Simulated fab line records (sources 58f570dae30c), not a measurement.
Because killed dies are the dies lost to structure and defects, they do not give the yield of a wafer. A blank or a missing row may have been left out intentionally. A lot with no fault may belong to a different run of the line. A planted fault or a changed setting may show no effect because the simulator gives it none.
fab line records ; flow berkeley_cmos170
[record] lots = 7; wafers = 21; last_day = 13
route steps=331 shown PLDD@150 NLDD@158
lots untouched by any fault: they come from a run of this same line in which no faults occurred
start_h: start of the lot's first displayed wafer, in hours after the record's first day ; wait_h: how many hours have passed since the lot's step before this one ; " the same as in the row above ; L1.1+2: a single row standing in for several wafers ; - no value present, or no start provided ; * or withheld: withheld ; < > ~ a bound
route shown NAME@n: NAME is a module with steps in the file, n the number in the route of the first one ; usual: mean and standard deviation over wafers with no fault ; same: alike in all rows ; chamber/n: place in a boat ; sites: readings site by site ; _std_site: how widely they spread, as a standard deviation ; _edge_site: inner sites' mean taken away from outer sites' mean ; radius_mm: for every site, how far away it sits from the centre of the wafer ; mask NAME#n: copy n ; behind: the tool/chamber that last shaped the wafer ; hold: the reason the lot was held/the length of the hold in hours/how it ended ; device: transistor that didn't switch, given as n, p or np ; end of line: the route-end tests of the same wafers ; a step given without rows: its recipe and nothing more ; killed: not the wafer's yield, but the dies lost to structure and defects at the first sort ; map: shows each die of a wafer: x if killed, . if not, _ if none is there
set.NAME: the setting as run; set.NAME@STEP: as run at that earlier step ; model.NAME: the simulator's own value behind a step, which no gauge read
lots at selected steps of the route; one table per step, one row per wafer
services: from which hour (start_h, from the record's first day; less than 0 if before it) a tool's chamber was out of use, for how many hours, and why
[[steps]]
[step UCB170_PLDD_DEVELOP_05]
[recipe] developer = TMAH; develop_time_s = 45; resist = KrF; dev_temp_c = 21
[step UCB170_PLDD_CD_MEAS_06]
[recipe] target_cd_nm = 1200
[usual] cd_nm = 1199.6/1.1
lot.wafer;tool;chamber;start_h;wait_h;cd_nm
L226.1;cd_sem-02;-;193.41;-;1199.5
L226.4;cd_sem-02;-;193.41;-;1200.2
L226.6;cd_sem-02;-;193.41;-;1199.9
L225.1;cd_sem-02;-;193.65;-;1198.0
L225.2;cd_sem-02;-;193.65;-;1198.4
L225.4;cd_sem-02;-;193.65;-;1199.2
L227.2;cd_sem-02;-;193.79;-;1199.9
L227.3;cd_sem-02;-;193.79;-;1199.8
L227.6;cd_sem-02;-;193.79;-;1199.7
L235.3;cd_sem-02;-;238.30;-;1200.9
L235.5;cd_sem-02;-;238.30;-;1199.9
L235.6;cd_sem-02;-;238.30;-;1199.8
L237.1;cd_sem-01;-;238.37;-;1198.7
L237.5;cd_sem-01;-;238.37;-;1198.6
L237.6;cd_sem-01;-;238.37;-;1199.8
L243.3;cd_sem-01;-;261.53;-;1200.7
L243.4;cd_sem-01;-;261.53;-;1200.2
L243.6;cd_sem-01;-;261.53;-;1200.9
L242.1;cd_sem-01;-;262.20;-;1199.3
L242.3;cd_sem-01;-;262.20;-;1198.9
L242.6;cd_sem-01;-;262.20;-;1199.8
[step UCB170_PLDD_OVL_MEAS_07]
[usual] PLDD_OVL = 0/5.2
lot.wafer;tool;chamber;start_h;wait_h;PLDD_OVL[nm]
L226.1;overlay-02;-;193.53;0.1;1
L226.4;overlay-02;-;193.53;0.1;-5
L226.6;overlay-02;-;193.53;0.1;-4
L225.1;overlay-02;-;193.77;0.1;-1
L225.2;overlay-02;-;193.77;0.1;-14
L225.4;overlay-02;-;193.77;0.1;-5
L227.2;overlay-01;-;193.90;0.1;-4
L227.3;overlay-01;-;193.90;0.1;-3
L227.6;overlay-01;-;193.90;0.1;-2
L235.3;overlay-01;-;238.39;0.1;-2
L235.5;overlay-01;-;238.39;0.1;3
L235.6;overlay-01;-;238.39;0.1;5
L237.1;overlay-02;-;238.49;0.1;1
L237.5;overlay-02;-;238.49;0.1;1
L237.6;overlay-02;-;238.49;0.1;2
L243.3;overlay-02;-;261.62;0.1;-5
L243.4;overlay-02;-;261.62;0.1;2
L243.6;overlay-02;-;261.62;0.1;2
L242.1;overlay-01;-;262.32;0.1;-1
L242.3;overlay-01;-;262.32;0.1;-1
L242.6;overlay-01;-;262.32;0.1;3
[step UCB170_PLDD_IMPLANT_08]
[recipe] species = BF2; dose_cm2 = 5e+13; energy_kev = 10; tilt_deg = 7; rotation_deg = 0
[step UCB170_PLDD_IMPLANT_09]
[recipe] species = BF2; dose_cm2 = 5e+13; energy_kev = 10; tilt_deg = 7; rotation_deg = 180
[step UCB170_PLDD_STRIP_10]
[recipe] chemistry = O2; power_w = 400; pressure_mtorr = 3500; platen_temp_c = withheld; o2_flow_sccm = 400; overash_fraction = 0.5
[usual] drypump_motor_current_A = 5.6/0.56; oes_product_au = 0.735/0.0042; strip_time_to_endpoint_s = 21.62/0.056
lot.wafer;tool;chamber;start_h;wait_h;drypump_motor_current_A;oes_product_au;rf_hours_counter_h;strip_time_to_endpoint_s
L226.1;plasma_asher-04;0;193.87;0.1;6.2;0.737;9;21.57
L226.4;plasma_asher-04;0;193.87;0.1;6.2;0.729;-;21.63
L226.6;plasma_asher-04;0;193.87;0.1;6.2;0.733;-;21.62
L225.1;plasma_asher-01;1;194.11;0.1;5.3;0.735;46;21.57
L225.2;plasma_asher-01;0;194.11;0.1;5.0;0.732;46;21.61
L225.4;plasma_asher-01;1;194.11;0.1;5.3;0.734;-;21.62
L227.2;plasma_asher-03;1;194.23;0.1;6.5;0.733;48;21.65
L227.3;plasma_asher-03;0;194.23;0.1;5.2;0.734;-;21.66
L227.6;plasma_asher-03;1;194.23;0.1;6.5;0.735;-;21.60
L235.3;plasma_asher-03;1;238.75;0.1;6.4;0.735;-;21.72
L235.5;plasma_asher-03;1;238.75;0.1;6.5;0.735;-;21.70
L235.6;plasma_asher-03;0;238.75;0.1;5.2;0.741;-;21.70
L237.1;plasma_asher-04;1;238.83;0.1;5.3;0.738;14;21.61
L237.5;plasma_asher-04;0;238.83;0.1;6.2;0.727;-;21.62
L237.6;plasma_asher-04;1;238.83;0.1;5.4;0.731;-;21.60
L243.3;plasma_asher-03;1;261.98;0.1;6.5;0.731;-;21.55
L243.4;plasma_asher-03;0;261.98;0.1;5.2;0.737;-;21.55
L243.6;plasma_asher-03;0;261.98;0.1;5.2;0.730;-;21.55
L242.1;plasma_asher-04;1;262.66;0.1;5.4;0.730;17;21.61
L242.3;plasma_asher-04;1;262.66;0.1;5.3;0.733;-;21.75
L242.6;plasma_asher-04;0;262.66;0.1;6.2;0.740;-;21.72
[step UCB170_PLDD_TW_MEAS_11]
[usual] PLDD_TW = 1016/9.1
lot.wafer;tool;chamber;start_h;wait_h;PLDD_TW
L226.1;film_metro-01;-;193.97;0.1;1016
L226.4;film_metro-01;-;193.97;0.1;1022
L226.6;film_metro-01;-;193.97;0.1;1014
L225.1;film_metro-04;-;194.21;0.1;1028
L225.2;film_metro-04;-;194.21;0.1;1026
L225.4;film_metro-04;-;194.21;0.1;1030
L227.2;film_metro-01;-;194.34;0.1;1020
L227.3;film_metro-01;-;194.34;0.1;1017
L227.6;film_metro-01;-;194.34;0.1;1016
L235.3;film_metro-04;-;238.84;0.1;1022
L235.5;film_metro-04;-;238.84;0.1;1030
L235.6;film_metro-04;-;238.84;0.1;1029
L237.1;film_metro-03;-;238.93;0.1;1012
L237.5;film_metro-03;-;238.93;0.1;1007
L237.6;film_metro-03;-;238.93;0.1;1006
L243.3;film_metro-01;-;262.07;0.1;1023
L243.4;film_metro-01;-;262.07;0.1;1028
L243.6;film_metro-01;-;262.07;0.1;1021
L242.1;film_metro-04;-;262.76;0.1;1027
L242.3;film_metro-04;-;262.76;0.1;1024
L242.6;film_metro-04;-;262.76;0.1;1022
[step UCB170_PLDD_CLEAN_12]
[recipe] chemistry = SPM; temp_c = 120; time_s = 600
[step UCB170_NLDD_HMDS_00]
[recipe] prime_time_s = 60; prime_temp_c = 100
[step UCB170_NLDD_COAT_01]
[recipe] resist = KrF; spin_rpm = 1500; resist_thk_nm = 900
[step UCB170_NLDD_SOFTBAKE_02]
[recipe] resist = KrF; temp_c = 130; time_s = 60
[step UCB170_NLDD_EXPOSE_03]
[recipe] mask_id = NSELECT; na = 0.5; sigma_outer = 0.6; source_shape = conventional; target_cd_nm = 1200; dose_mj = 30
[step UCB170_NLDD_PEB_04]
[recipe] peb_temp_c = 130; peb_time_s = withheld; resist = KrF
[usual] chill_plate_temp_C = 23.03/0.1; exhaust_pa = 44.7/1
lot.wafer;tool;chamber;start_h;wait_h;chill_plate_temp_C;exhaust_pa
L226.1;litho_track-01;-;195.05;0.1;-;-
L226.4;litho_track-01;-;195.05;0.1;-;-
L226.6;litho_track-01;-;195.05;0.1;-;-
L225.1;litho_track-02;-;195.56;0.4;-;-
L225.2;litho_track-02;-;195.56;0.4;-;-
L225.4;litho_track-02;-;195.56;0.4;-;-
L227.2;litho_track-01;-;195.63;0.3;-;-
L227.3;litho_track-01;-;195.63;0.3;-;-
L227.6;litho_track-01;-;195.63;0.3;-;-
L235.3;litho_track-01;0;241.02;0.3;23.28;45.4
L235.5;litho_track-01;0;241.02;0.3;22.99;42.6
L235.6;litho_track-01;0;241.02;0.3;23.09;43.8
L237.1;litho_track-04;0;241.48;0.5;23.08;45.0
L237.5;litho_track-04;0;241.48;0.5;23.07;45.1
L237.6;litho_track-04;0;241.48;0.5;23.11;44.5
L243.3;litho_track-02;0;263.62;0.2;22.84;44.9
L243.4;litho_track-02;0;263.62;0.2;22.94;44.4
L243.6;litho_track-02;0;263.62;0.2;22.92;42.5
L242.1;litho_track-04;0;263.82;0.1;22.99;45.4
L242.3;litho_track-04;0;263.82;0.1;23.04;44.7
L242.6;litho_track-04;0;263.82;0.1;22.83;44.9
[step UCB170_NLDD_DEVELOP_05]
[recipe] developer = TMAH; develop_time_s = 45; resist = KrF; dev_temp_c = 21
[[services]]
tool;chamber;start_h;hours;kind
plasma_asher-04;-;186.58;0.7;repair
plasma_asher-04;-;195.97;0.4;repair
plasma_asher-04;-;228.22;4.3;repair
plasma_asher-03;-;242.39;0.5;repair
[[key]]
[first_sign] step = UCB170_NLDD_PEB_04; reading = tool_record; direction = missing
effect none on later readings
met_at UCB170_NLDD_PEB_04
struck_wafers L225.1,L225.2,L225.4,L226.1,L226.4,L226.6,L227.2,L227.3,L227.6
sort_left_out L225.1,L225.2,L225.4,L226.1,L226.4,L226.6,L227.2,L227.3,L227.6
tester_left_out L225,L226,L227
[fault] kind = skipped_step_whole; tool = litho_track-01,litho_track-02; chamber = -; onset_h = 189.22; steps = UCB170_NLDD_PEB_04; scope = struck_lots_only
// tester_left_out: of these lots the tester's yield and bins aren't shown, on N5 and GAA mostly nor the transistor test; their killed dies are dies lost to structure and defects alone, not to doping, threshold or leakage, so they don't give the yield
// sort_left_out: the simulated sort isn't trusted on such a fault, so these wafers' sort isn't shown, and their yield isn't known
